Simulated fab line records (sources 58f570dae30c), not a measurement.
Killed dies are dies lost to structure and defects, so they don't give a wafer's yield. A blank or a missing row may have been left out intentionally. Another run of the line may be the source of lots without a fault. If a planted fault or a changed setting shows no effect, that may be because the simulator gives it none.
Which of the tools did it? + flow berkeleyCmos170 + 14 lots, 42 wafers sampled, at 2 steps of a route of 331

WHAT THE GAUGES SHOWED, per wafer
UCB170_WELLDRIVE_THK_MEAS_02.
| lot  | measured    | on           | WELLDRIVE_OXIDE_THK (nm) |
|------|-------------|--------------|--------------------------|
| L716 | day 4 00:11 | filmMetro-03 | 202 203 203              |
| L717 | day 4 00:11 | filmMetro-01 | 194 197 195              |
| L719 | day 4 12:43 | filmMetro-03 | 194 190 196              |
| L718 | day 4 16:39 | filmMetro-01 | 195 197 198              |
| L720 | day 5 03:12 | filmMetro-01 | 197 202 202              |
| L721 | day 5 03:11 | filmMetro-03 | 202 203 202              |
| L723 | day 5 12:43 | filmMetro-03 | 198 198 199              |
| L726 | day 6 08:11 | filmMetro-01 | 142 141 143              |
| L727 | day 6 08:12 | filmMetro-04 | 150 149 150              |
| L733 | day 8 00:05 | filmMetro-01 | 204 198 202              |
| L734 | day 8 00:05 | filmMetro-03 | 202 201 204              |
| L735 | day 8 15:11 | filmMetro-01 | 193 193 192              |
| L736 | day 8 15:17 | filmMetro-01 | 198 196 200              |
| L737 | day 8 15:11 | filmMetro-04 | 201 202 199              |

TOOL THAT RAN EACH LOT (tool first, then ch and the chambers of the sampled wafers, then the start)
| lot  | UCB170_WELLDRIVE_OXIDATION_01 |
|------|-------------------------------|
| L716 | furnace-02 ch 0, day 3 20:41  |
| L717 | furnace-02 ch 0, day 3 20:41  |
| L719 | furnace-01 ch 0, day 4 09:13  |
| L718 | furnace-02 ch 0, day 4 13:08  |
| L720 | furnace-02 ch 0, day 4 23:38  |
| L721 | furnace-02 ch 0, day 4 23:38  |
| L723 | furnace-04 ch 0, day 5 09:12  |
| L726 | furnace-02 ch 0, day 6 04:41  |
| L727 | furnace-02 ch 0, day 6 04:41  |
| L733 | furnace-01 ch 0, day 7 20:35  |
| L734 | furnace-01 ch 0, day 7 20:35  |
| L735 | furnace-01 ch 0, day 8 11:41  |
| L736 | furnace-01 ch 0, day 8 11:41  |
| L737 | furnace-01 ch 0, day 8 11:41  |
- UCB170_WELLDRIVE_OXIDATION_01: target thk 199 nm, ox time 9000 s.

AS READ BY THE TOOLS THEMSELVES (means over the sampled wafers that have a number; for cases with no such wafer, the mark the record gives instead)
UCB170_WELLDRIVE_OXIDATION_01.
| lot  | tool       | tubeCenterTempC (C) |
|------|------------|---------------------|
| L716 | furnace-02 | 1099.9              |
| L717 | furnace-02 | 1100.1              |
| L719 | furnace-01 | 1100.0              |
| L718 | furnace-02 | 1099.9              |
| L720 | furnace-02 | 1099.9              |
| L721 | furnace-02 | 1100.0              |
| L723 | furnace-04 | 1100.0              |
| L726 | furnace-02 | 1100.1              |
| L727 | furnace-02 | 1100.1              |
| L733 | furnace-01 | 1100.0              |
| L734 | furnace-01 | 1100.0              |
| L735 | furnace-01 | 1100.1              |
| L736 | furnace-01 | 1100.0              |
| L737 | furnace-01 | 1100.1              |

THE ANSWER, worked out from the rows above alone
Rule: the lots themselves supply what counts as usual. Put in order of their means at a reading, lots are off if they are a third of the lots or fewer, leave a main group of 4 or more, and stand apart from it by a gap of 3 or more times the standard deviation of the main group's means; of several such gaps the widest counts. A main group is skipped when, at the precision printed for the reading in the tables above, its means are all equal. Also off: a lot with no number at a reading for which 4 or more lots have one. Any other lot the step has rows for is counted as sound. Order of review: gauges by route order, followed by the tools' own readings, for which a lot's mean as printed above is used. The first step at which some lot is off is used, and at that step the reading that is off furthest; a lot without a number counts as furthest.
Off: L726, L727, at UCB170_WELLDRIVE_THK_MEAS_02 (WELLDRIVE_OXIDE_THK). For the main group the mean is 199 nm and the standard deviation 3.4.
If a tool, at a process step before that reading, ran all the lots that are off and no sound lot after the first of them, it fits. Gauges at UCB170_WELLDRIVE_THK_MEAS_02: tried the same way as those tools. One fits: UCB170_WELLDRIVE_OXIDATION_01 on furnace-02. A fault onset in the window from L720 (day 4 23:38, its last sound lot) to L726 (day 6 04:41, its first lot off) fits.

WHAT THE SIMULATOR HAD PUT IN
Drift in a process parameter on furnace-02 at UCB170_WELLDRIVE_OXIDATION_01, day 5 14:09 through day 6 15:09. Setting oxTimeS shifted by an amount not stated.
Shown lots that were struck: L726, L727. Same finding as the rule above.
